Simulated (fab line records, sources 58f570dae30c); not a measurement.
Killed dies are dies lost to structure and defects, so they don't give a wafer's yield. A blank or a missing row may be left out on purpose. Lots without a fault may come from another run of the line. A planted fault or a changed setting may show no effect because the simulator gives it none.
A struck lot beside a sound one | flow berkeley_cmos170 | 23 steps out of a route of 331
Sound: wafers L443.2, L443.4, L443.6. Struck: wafers L454.2, L454.3, L454.6. The cause comes at the end.
At each step with rows: each side's tool, then ch and its chambers, then its first start. Under that, the readings that differ: sound wafers | struck wafers | difference of the means | sigmas: that difference in standard deviations of wafers without a fault.
alike: readings whose means differ by less than 2 such deviations, and words and numbers that are the same on both sides. not compared: withheld readings, readings that some wafer has no value for, bounds like >300 that may hide the same value, and numbers for which the record gives no deviation and whose values overlap.
The two part at a step that has a row with sigmas, a row that says differs or no value, or rows on one side only. Numbers that don't overlap but have no deviation are shown without sigmas and don't part them. A reading that every wafer of one side lacks parts them only if that side has two wafers or more.

first, 6 steps without rows for these wafers: UCB170_ZERO_HMDS_00 (prime time 60 s); UCB170_ZERO_COAT_01 (resist thk 900 nm); UCB170_ZERO_SOFTBAKE_02 (time 60 s); UCB170_ZERO_EXPOSE_03 (exposes mask PM MARKS, target cd 4000 nm); UCB170_ZERO_PEB_04; UCB170_ZERO_DEVELOP_05 (develop time 45 s).
UCB170_ZERO_ETCH_06: etches SiO2 in CHF3/CF4/Ar, time 12 s.
  sound on rie_diel-01 ch 0,1,2, day 2 04:35; struck on rie_diel-03 ch 0,1,3, day 4 10:41
  alike: chamber_pressure_mTorr, drypump_motor_current_A, oes_product_au, rf_fwd_power_W, throttle_valve_pct
  not compared: rf_hours_counter_h
UCB170_ZERO_STRIP_07: strips in O2.
  sound on plasma_asher-04 ch 0,1, day 2 04:38; struck on plasma_asher-04 ch 0,1, day 4 10:43
  alike: chamber_pressure_mTorr, drypump_motor_current_A, oes_product_au, strip_time_to_endpoint_s
  not compared: rf_hours_counter_h
then, 2 steps without rows for these wafers: UCB170_NWELL_WET_ETCH_00 (etches SiO2 in dHF, time 200 s); UCB170_NWELL_OXIDATION_01 (target thk 26.4 nm, ox time 1260 s).
UCB170_NWELL_THK_MEAS_02:
  sound on film_metro-03, day 2 08:18; struck on film_metro-01, day 4 15:18
  reading              | sound          | struck         | difference | sigmas
  NWELL_OXIDE_THK (nm) | 25.5 26.1 25.4 | 26.9 27.1 27.1 | +1.4       | +3
then, 1 step without rows for these wafers: UCB170_NWELL_ANNEAL_03 (time 900 s).
UCB170_NWELL_CVD_04: deposits Si3N4 from SiH2Cl2/NH3, target thk 224 nm, time 3360 s.
  sound on lpcvd-01 ch 1, day 2 11:47; struck on lpcvd-02 ch 1, day 4 20:28
  reading                                 | sound             | struck            | difference | sigmas
  zone_power_load_pct (%)                 | 18.4 18.3 18.5    | 24.0 23.4 23.6    | +5.3       | +2
  model.Si3N4_of_NWELL_CVD_04.thk_nm (nm) | 223.1 223.6 225.4 | 290.6 291.6 292.7 | +67.6      |
  alike: susceptor_temp_C
UCB170_NWELL_THK_MEAS_05:
  sound on film_metro-01, day 2 13:44; struck on film_metro-03, day 4 22:25
  reading                | sound             | struck            | difference | sigmas
  NWELL_NITRIDE_THK (nm) | 222.9 223.6 225.3 | 290.6 291.5 292.6 | +67.6      | +36
then, 6 steps without rows for these wafers: UCB170_NWELL_HMDS_06 (prime time 60 s); UCB170_NWELL_COAT_07 (resist thk 900 nm); UCB170_NWELL_SOFTBAKE_08 (time 60 s); UCB170_NWELL_EXPOSE_09 (exposes mask NWELL, target cd 3000 nm); UCB170_NWELL_PEB_10; UCB170_NWELL_DEVELOP_11 (develop time 45 s).
UCB170_NWELL_OVL_MEAS_12:
  sound on overlay-01, day 2 15:19; struck on overlay-01, day 4 23:41
  alike: NWELL_OVL
UCB170_NWELL_ETCH_13: etches Si3N4 in CH3F/Ar/O2, stops on SiO2, target depth 246.4 nm, time 154 s.
  sound on rie_diel-03 ch 1,2, day 2 15:21; struck on rie_diel-02 ch 0,3, day 4 23:43
  reading                  | sound             | struck            | difference | sigmas
  oes_product_au (a.u.)    | 0.937 0.958 0.936 | 0.989 0.996 1.000 | +0.051     | +4
  model.etch.depth_nm (nm) | 223.1 223.6 225.4 | 245.4 243.1 244.8 | +20.4      |
  alike: chamber_pressure_mTorr, drypump_motor_current_A, rf_fwd_power_W, throttle_valve_pct
  not compared: rf_hours_counter_h
then, 1 step without rows for these wafers: UCB170_NWELL_IMPLANT_14.

WHERE THEY PART
First at UCB170_NWELL_THK_MEAS_02; last, within this record, at UCB170_NWELL_ETCH_13.

WHY: what the simulator had put in
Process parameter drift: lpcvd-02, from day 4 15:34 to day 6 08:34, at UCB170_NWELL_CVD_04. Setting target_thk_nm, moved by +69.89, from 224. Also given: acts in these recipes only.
